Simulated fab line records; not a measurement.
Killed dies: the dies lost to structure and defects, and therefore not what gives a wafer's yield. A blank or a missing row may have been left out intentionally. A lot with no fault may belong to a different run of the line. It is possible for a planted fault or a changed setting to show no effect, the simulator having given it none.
Code-filled problem report in 8D (eight disciplines) form | flow berkeley cmos170 | the parts of the form that need people (team, actions taken, sign-off) are left out

## 1. PROBLEM STATEMENT
Across 6 wafers from 2 lots, NLDD_RS at UCB170_SDANNEAL_RS_MEAS_05 averages 627.7 ohm/sq, while fault-free wafers read 616.3 ohm/sq with a standard deviation of 1.4. That is +8.1 standard deviations from the usual mean.
The step: measures by four-point-probe.
First observed at day 11 17:24: wafer L191.2, on film metro-02. At this step, 42 wafers from 14 lots have a number in the record. Rule for "out" (also "out of limits"): further than 4 standard deviations from the usual mean. The other wafers with a number count as sound.

## 2. WHAT IT IS; WHAT IT IS NOT
question                    | is                     | is not
which readings at this step | NLDD_RS                | -
which lots                  | L191, L192             | L174, L175, L176, L178, L181, L182, L185, L186, L188, L189, L194, L197
which wafers of those lots  | all that have a number | -
read on which gauges        | film metro-02          | film metro-01, film metro-03
when                        | from day 11 17:24      | up to then (30 sound wafers); but 6 sound wafers of L194, L197 came after

## 3. THE SUSPECTS, EACH WITH WHAT RULES IT OUT
Counting: a tool at any process step up to the reading remains a suspect when it ran all the lots that are out and ran no sound lot after the first of those.
- the gauge at UCB170_SDANNEAL_RS_MEAS_05: kept. All the wafers that are out were read on film metro-02, and no step on other tools shows them out.
- implanter-04 at UCB170_NLDD_IMPLANT_09: kept. Every lot that is out went through it, starting with L191 (day 11 03:25), and after that it ran no sound lot; the last sound lot it ran before then is L189 (day 10 16:34).
After counting, implanter-04 at UCB170_NLDD_IMPLANT_09 and film metro-02 at UCB170_SDANNEAL_RS_MEAS_05 remain.

## 4. THE CAUSE (what the simulator had put in)
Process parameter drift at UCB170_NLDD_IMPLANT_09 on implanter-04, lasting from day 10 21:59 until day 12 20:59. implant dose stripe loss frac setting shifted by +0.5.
2 suspects survive the count, and this tool is in that group.

## 5. SEQUENCE OF EFFECTS, ordered by route
Each row: a reading whose mean over the struck wafers that have a number lies more than 3 standard deviations from the usual. Scope: only readings with a usual standard deviation given in the record; hours: median across lots of the time from each lot's start at the first step in this table that gives one to its start at this step; sigmas: change in usual standard deviations.
hours | step                       | reading | usual        | on struck wafers | change | sigmas
0     | UCB170_SDANNEAL_RS_MEAS_05 | NLDD_RS | 616.3 ohm/sq | 627.7            | +11.4  | +8.1

## 6. WHAT WOULD HAVE CAUGHT IT SOONER
19 hours passed between the start of the fault at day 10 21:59 and the first reading out of limits at a measuring or inspecting step in this record, taken at day 11 17:24.
No tool reading at UCB170_NLDD_IMPLANT_09 that has a usual standard deviation in the record was out on any struck wafer, so an alarm limit of 4 standard deviations on those readings would not have fired.
By day 11 17:24, every lot that is out (2) had started UCB170_NLDD_IMPLANT_09 on implanter-04. A hold on the tool at that time would have spared none of them.
